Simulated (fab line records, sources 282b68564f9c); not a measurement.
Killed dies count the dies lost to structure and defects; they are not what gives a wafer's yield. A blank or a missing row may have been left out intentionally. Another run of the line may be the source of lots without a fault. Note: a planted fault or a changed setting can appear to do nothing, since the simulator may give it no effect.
Which of the tools did it? -- flow ritCmos -- 42 wafers from 14 lots sampled at 2 of the route's 202 steps

## WHAT THE GAUGES SHOWED, per wafer
No reading from a measuring or inspecting step in the record can be judged against a usual standard deviation.

## TOOL THAT RAN EACH LOT (tool first, then ch and the chambers of the sampled wafers, then the start)
lot,RIT_PLDD_STRIP_09,RIT_M1_PROBE_99
L945,"plasmaAsher-02 ch 0,1, day 3 07:35",-
L948,"plasmaAsher-03 ch 0,1, day 3 22:20",-
L949,"plasmaAsher-03 ch 0, day 4 02:34",-
L950,"plasmaAsher-01 ch 0,1, day 4 06:40",-
L952,"plasmaAsher-02 ch 0,1, day 4 16:39","prober-01, day 5 07:52"
L953,"plasmaAsher-02 ch 0,1, day 4 21:28","prober-02, day 5 11:22"
L954,"plasmaAsher-02 ch 0,1, day 5 00:32","prober-01, day 5 15:12"
L955,"plasmaAsher-02 ch 0,1, day 5 07:38","prober-02, day 5 21:24"
L962,"plasmaAsher-02 ch 0,1, day 6 16:10","prober-02, day 7 06:38"
L963,"plasmaAsher-03 ch 0,1, day 6 20:34","prober-01, day 7 11:11"
L964,"plasmaAsher-02 ch 0,1, day 7 01:43","prober-02, day 7 15:47"
L965,"plasmaAsher-02 ch 0,1, day 7 08:20",-
L966,"plasmaAsher-01 ch 0,1, day 7 13:58",-
L967,"plasmaAsher-02 ch 0,1, day 7 19:38",-
- RIT_PLDD_STRIP_09: strips in O2, time 180 s.
- RIT_M1_PROBE_99

## WHAT THE TOOLS THEMSELVES READ (means of the sampled wafers that have a number; where no wafer has one, the mark that the record gives instead)
RIT_PLDD_STRIP_09.
lot,tool,chamberPressureMTorr (mTorr),drypumpMotorCurrentA (A)
L945,plasmaAsher-02,4000,5.8
L948,plasmaAsher-03,3997,5.2
L949,plasmaAsher-03,3999,4.9
L950,plasmaAsher-01,4000,5.5
L952,plasmaAsher-02,-,-
L953,plasmaAsher-02,-,-
L954,plasmaAsher-02,4002,5.8
L955,plasmaAsher-02,4002,5.5
L962,plasmaAsher-02,3998,5.8
L963,plasmaAsher-03,3999,5.0
L964,plasmaAsher-02,4001,5.8
L965,plasmaAsher-02,4001,5.8
L966,plasmaAsher-01,4003,5.7
L967,plasmaAsher-02,4001,5.8

RIT_M1_PROBE_99.
lot,tool,killedAtContacts,killedAtFrontEnd,killedDies,killedOnRim,killedOpen,killedShort
L952,prober-01,0.0,264.0,264.0,70.0,4.3,2
L953,prober-02,0.0,264.0,264.0,70.0,3.0,3
L954,prober-01,0.0,8.7,8.7,1.3,3.7,4
L955,prober-02,0.0,6.0,6.0,1.7,3.7,2
L962,prober-02,0.3,5.7,6.0,1.3,2.7,3
L963,prober-01,0.3,4.0,4.3,1.3,1.3,3
L964,prober-02,0.0,4.3,4.3,1.7,3.0,1

## THE ANSWER, worked out from the rows above alone
Rule: the lots themselves supply what counts as usual. Put in order of their means at a reading, lots are off if they are a third of the lots or fewer, leave a main group of 4 or more, and stand apart from it by a gap of 3 or more times the standard deviation of the main group's means; of several such gaps the widest counts. A main group whose means are all the same, to the digits that the tables above print for the reading, isn't used. A lot without any number at a reading at which 4 lots or more have one is off too. The other lots that the step has rows for count as sound. Order of review: gauges by route order, followed by the tools' own readings, for which a lot's mean as printed above is used. The first step at which some lot is off is used, and at that step the reading that is off furthest; a lot without a number counts as furthest.
Off, at RIT_PLDD_STRIP_09 on chamberPressureMTorr: L952, L953. Without a number there: L952, L953. Main group: mean 4000 mTorr, sd 1.7.
If a tool, at that step or one of the process steps before it, ran each lot that is off and ran no sound lot following the first of them, it fits. Of those tried, none fits.

## WHAT THE SIMULATOR PUT IN
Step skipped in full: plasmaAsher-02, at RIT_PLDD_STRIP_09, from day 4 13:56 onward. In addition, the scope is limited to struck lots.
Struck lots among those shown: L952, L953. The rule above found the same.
